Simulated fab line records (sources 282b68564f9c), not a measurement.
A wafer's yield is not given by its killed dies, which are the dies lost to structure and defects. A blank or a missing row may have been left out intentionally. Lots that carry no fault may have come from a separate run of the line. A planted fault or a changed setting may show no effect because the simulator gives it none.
Which tool did it?    flow rit-cmos    21 wafers from 7 lots sampled at 2 of the route's 202 steps

== WHAT THE GAUGES SHOWED, per wafer ==
RIT_REOX_THK_MEAS_04.
lot   measured     on             REOX_OXIDE_THK (nm)
L399  day 3 03:33  film-metro-01  25.0 24.8 25.0
L402  day 4 00:34  film-metro-04  25.8 25.1 25.2
L404  day 4 05:32  film-metro-01  25.7 25.5 25.5
L408  day 5 03:57  film-metro-04  29.7 29.4 29.3
L413  day 6 01:08  film-metro-04  25.3 24.8 25.1
L416  day 6 20:17  film-metro-01  24.8 25.4 25.3
L420  day 7 17:22  film-metro-02  24.6 24.6 24.3

== WHAT TOOL EACH LOT RAN ON (gives the tool, then ch and the chambers of the sampled wafers, and finally the start) ==
lot   RIT_REOX_OXIDATION_03
L399  furnace-04 ch 0, day 3 00:59
L402  furnace-01 ch 0, day 3 22:01
L404  furnace-01 ch 0, day 4 02:58
L408  furnace-01 ch 0, day 5 01:24
L413  furnace-04 ch 0, day 5 22:34
L416  furnace-03 ch 0, day 6 17:44
L420  furnace-03 ch 0, day 7 14:47
- RIT_REOX_OXIDATION_03: target thk 25.2 nm, ox time 5580 s.

== THE ANSWER, worked out from the rows above alone ==
Rule: usual is defined by the lots themselves. The widest of any qualifying gaps counts: lots, ordered by their means at a reading, are off when they make up no more than a third of the lots, leave a main group of 4 or more, and stand apart from it by 3 or more times the standard deviation of that group's means. A main group is skipped when, at the precision printed for the reading in the tables above, its means are all equal. Also off: a lot with no number at a reading for which 4 or more lots have one. Where the step has rows for the other lots, those lots are counted as sound.
Off: at RIT_REOX_THK_MEAS_04 (REOX_OXIDE_THK), L408. Mean 25.1 nm and standard deviation 0.34 in the main group.
A tool fits if, at a process step before that reading, it ran every lot that is off, and no sound lot after the first of them. Gauges at RIT_REOX_THK_MEAS_04: tried the same way as those tools. One candidate fits, namely furnace-01 at RIT_REOX_OXIDATION_03. Its last sound lot is L404 (day 4 02:58), its first lot that is off L408 (day 5 01:24): a fault that began between those two fits.

== WHAT HAD BEEN PUT IN BY THE SIMULATOR ==
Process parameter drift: furnace-01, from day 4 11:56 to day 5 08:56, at RIT_REOX_OXIDATION_03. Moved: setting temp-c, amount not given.
Shown lots that were struck: L408. The rule given above showed the same thing.
